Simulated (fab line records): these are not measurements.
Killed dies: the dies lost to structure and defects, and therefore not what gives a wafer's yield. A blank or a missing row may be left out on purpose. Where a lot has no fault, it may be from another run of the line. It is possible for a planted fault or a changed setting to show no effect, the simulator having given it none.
Code-filled problem report in 8D (eight disciplines) form :: flow rit_cmos :: the parts of the form that need people (team, actions taken, sign-off) are left out

== 1. WHAT IS WRONG ==
CONTACT_TEOS_THK at RIT_CONTACT_THK_MEAS_01 reads a mean of 443 nm on 1 wafer of 1 lot; wafers without a fault read 398 nm with a standard deviation of 5.8. That puts it +7.8 standard deviations away from the usual mean.
Earliest sighting: wafer L815.6 on film_metro-01 at day 5 09:55. At this step, 39 wafers from 13 lots have a number in the record. Rule for "out", or "out of limits": more than 4 standard deviations from the usual mean. The rest of the wafers with a number are treated as sound.

== 2. WHAT IT IS, AND WHAT IT ISN'T ==
question: which readings at this step
is: CONTACT_TEOS_THK
is not: -

question: which lots
is: L815
is not: L804, L806, L807, L813, L816, L817, L820, L822, L823, L825, L826, L827

question: which wafers of those lots
is: L815.6
is not: L815.4, L815.5

question: read on which gauges
is: film_metro-01
is not: film_metro-02, film_metro-04

question: when
is: from day 5 09:55
is not: up to then (14 sound wafers); but 24 sound wafers of L816, L817, L820, L822, L823, L825, L826, L827 came after

== 3. SUSPECTS, AND WHAT RULES EACH OUT ==
Counting: a tool at a process step up to the reading stays a suspect if it ran every lot that is out. Sound lots after the first of them don't rule it out here, since some wafers of a struck lot are sound.
- the gauge at RIT_CONTACT_THK_MEAS_01: ruled out. All the wafers that are out were read on film_metro-01, but those of them that RIT_CONTACT_CVD_00 has rows for are out there too, on other tools.
- pecvd-03 at RIT_CONTACT_CVD_00 (deposits SiO2 from TEOS, target thk 400 nm, time 61 s): kept. The lot that is out, L815, ran on it at day 5 09:51; the last sound lot it ran before that was L806, at day 3 13:30. On those wafers its own readings are out: run_length_s.
- At RIT_CONTACT_CVD_00, inside pecvd-03: chamber 0 took the wafers that are out, while their sound lot-mates went through chambers 1, 2.
The count leaves pecvd-03 at RIT_CONTACT_CVD_00.

== 4. THE CAUSE (what the simulator had put in) ==
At RIT_CONTACT_CVD_00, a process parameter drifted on pecvd-03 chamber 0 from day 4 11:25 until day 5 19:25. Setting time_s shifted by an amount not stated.
Only this tool survived the counting.

== 5. THE CHAIN OF EFFECTS, in route order ==
Rows list readings where the struck wafers' mean (over those with a number) sits beyond 3 standard deviations from the usual. Only readings for which the record gives a usual standard deviation are gone through. hours: the time from each lot's start at the first step in this table that gives one to its start at this step, as a median over the lots. sigmas: the change in usual standard deviations.
hours: 0
step: RIT_CONTACT_CVD_00
reading: run_length_s
usual: 89.0 s
on struck wafers: 95.4
change: +6.4
sigmas: +14

hours: 0
step: RIT_CONTACT_THK_MEAS_01
reading: CONTACT_TEOS_THK
usual: 398 nm
on struck wafers: 443
change: +45
sigmas: +7.8
Its process steps:
- RIT_CONTACT_CVD_00: deposits SiO2 from TEOS, target thk 400 nm, time 61 s.

== 6. WHAT WOULD HAVE CAUGHT IT SOONER ==
Counted from the fault's start at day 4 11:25, it took 22 hours until the first out-of-limits reading at a measuring or inspecting step in this record, taken at day 5 09:55.
The tool's own readings at RIT_CONTACT_CVD_00 were out on every struck wafer that the step has a row for (run_length_s): an alarm limit on them would have fired on the first of those.
Lots out: 1; all had begun RIT_CONTACT_CVD_00 on pecvd-03 by day 5 09:55. A hold on the tool at that time would have spared none of them.
